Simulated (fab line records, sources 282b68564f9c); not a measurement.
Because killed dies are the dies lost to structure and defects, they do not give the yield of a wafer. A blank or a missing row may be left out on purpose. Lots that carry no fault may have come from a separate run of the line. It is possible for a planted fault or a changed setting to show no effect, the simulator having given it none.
Struck lot and sound lot, side by side    flow ritCmos    17 steps out of a route of 202
Sound: these wafers, L923.3, L923.4, L923.6. Struck: wafer L937.5 (left out: L937.2, L937.6 of the same lot, which were not struck); the cause appears at the end.
For every step that has rows: the tool of each side, followed by ch and its chambers, followed by its first start. Under that, the readings that differ: sound wafers    struck wafers    difference of the means    sigmas: that difference in standard deviations of wafers without a fault.
alike: words and numbers the same on both sides, and readings whose means are apart by under 2 such deviations; not compared: readings that were withheld, readings missing a value for some wafer, numbers with overlapping values and no deviation given by the record, and bounds like >300 which may hide the same value.
Wherever a step has rows on one side only, a row that says differs or no value, or a row with sigmas, the two part there. Numbers that don't overlap but have no deviation are shown without sigmas and don't part them. A reading that every wafer of one side lacks parts them only if that side has two wafers or more.

first, 4 steps without rows for these wafers: RIT_CONTACT_SOFTBAKE_04 (time 60 s); RIT_CONTACT_EXPOSE_05 (exposes mask M11, target cd 1000 nm); RIT_CONTACT_PEB_06; RIT_CONTACT_DEVELOP_07 (develop time 120 s).
RIT_CONTACT_CD_MEAS_08 targets a cd of 1000 nm.
  sound: cdSem-02 at day 3 03:19; struck: cdSem-01 at day 6 01:35
reading    sound                 struck  difference  sigmas
cdNm (nm)  1002.6 1002.9 1002.0  996.9   -5.6        -2
RIT_CONTACT_OVL_MEAS_09:
  sound: overlay-02 at day 3 03:24; struck: overlay-02 at day 6 01:41
  alike: CONTACT_OVL
then, 1 step without rows for these wafers: RIT_CONTACT_HARDBAKE_10 (time 60 s).
RIT_CONTACT_ETCH_11: etches SiO2 in CHF3/CF4/Ar, stops on TiSi2, target depth 480 nm, time 320 s.
  sound on rieDiel-02 ch 0,2,3, day 3 03:35; struck on rieDiel-03 ch 0, day 6 01:57
  alike: drypumpMotorCurrentA, oesProductAu, throttleValvePct
  not compared: rfHoursCounterH
RIT_CONTACT_STRIP_12: strips in O2, time 180 s.
  sound on plasmaAsher-03 ch 0,1, day 3 03:50; struck on plasmaAsher-03 ch 0, day 6 02:09
  alike: drypumpMotorCurrentA
  not compared: rfHoursCounterH
RIT_CONTACT_CD_MEAS_90 targets a cd of 1000 nm.
  sound: cdSem-01 at day 3 03:59; struck: cdSem-02 at day 6 02:20
reading    sound                 struck  difference  sigmas
cdNm (nm)  1002.6 1002.7 1002.1  997.5   -5.0        -2
then, 2 steps without rows for these wafers: RIT_CONTACT_CLEAN_13 (cleans in SC1, time 600 s); RIT_CONTACT_CLEAN_14 (cleans in SC2, time 600 s).
RIT_M1_SPUTTER_00: material Al, target thk 400 nm, time 500 s.
  sound: pvdSputter-04 at day 3 04:26; struck: pvdSputter-04 at day 6 02:49
reading                               sound                 struck  difference  sigmas
chamberPressurePa (Pa)                0.3988 0.3998 0.3999  0.5406  +0.1411     +99 or more
throttleValvePct (%)                  28.0 29.1 31.5        25.2    -4.3        -4
model.Al_of_M1_SPUTTER_00.thkNm (nm)  395.6 398.4 400.4     367.1   -31.0       
RIT_M1_RS_MEAS_01: the measuring method here is four-point-probe.
  sound: filmMetro-03 at day 3 04:46; struck: filmMetro-01 at day 6 03:08
reading            sound                 struck  difference  sigmas
M1_AL_RS (ohm/sq)  0.0743 0.0737 0.0732  0.0805  +0.0068     +10
RIT_M1_THK_MEAS_02: measures by xrf.
  sound: filmMetro-03 at day 3 04:52; struck: filmMetro-01 at day 6 03:15
reading         sound        struck  difference  sigmas
M1_AL_THK (nm)  402 406 409  375     -31         -8
then, 1 step without rows for these wafers: RIT_M1_HMDS_03 (prime time 60 s).
RIT_M1_PROBE_99:
  sound: prober-02 at day 3 08:40; struck: prober-02 at day 6 07:10
reading                 sound                    struck   difference  sigmas
model.etest.m1.rsOhmSq  0.07296 0.07323 0.07223  0.07948  +0.00667    
  alike: defectLimitedYield, killedAtContacts, killedAtFrontEnd, killedDies, killedOpen, killedShort, sort_bin_3_pad_short, sort_bin_5_function, sort_bin_6_memory, sortNPass, sortYieldPct

WHERE THEY PART
First at RIT_CONTACT_CD_MEAS_08; last, within this record, at RIT_M1_THK_MEAS_02. Later steps at which nothing parts them and some readings are alike: RIT_M1_PROBE_99.

WHY: what had been put in by the simulator
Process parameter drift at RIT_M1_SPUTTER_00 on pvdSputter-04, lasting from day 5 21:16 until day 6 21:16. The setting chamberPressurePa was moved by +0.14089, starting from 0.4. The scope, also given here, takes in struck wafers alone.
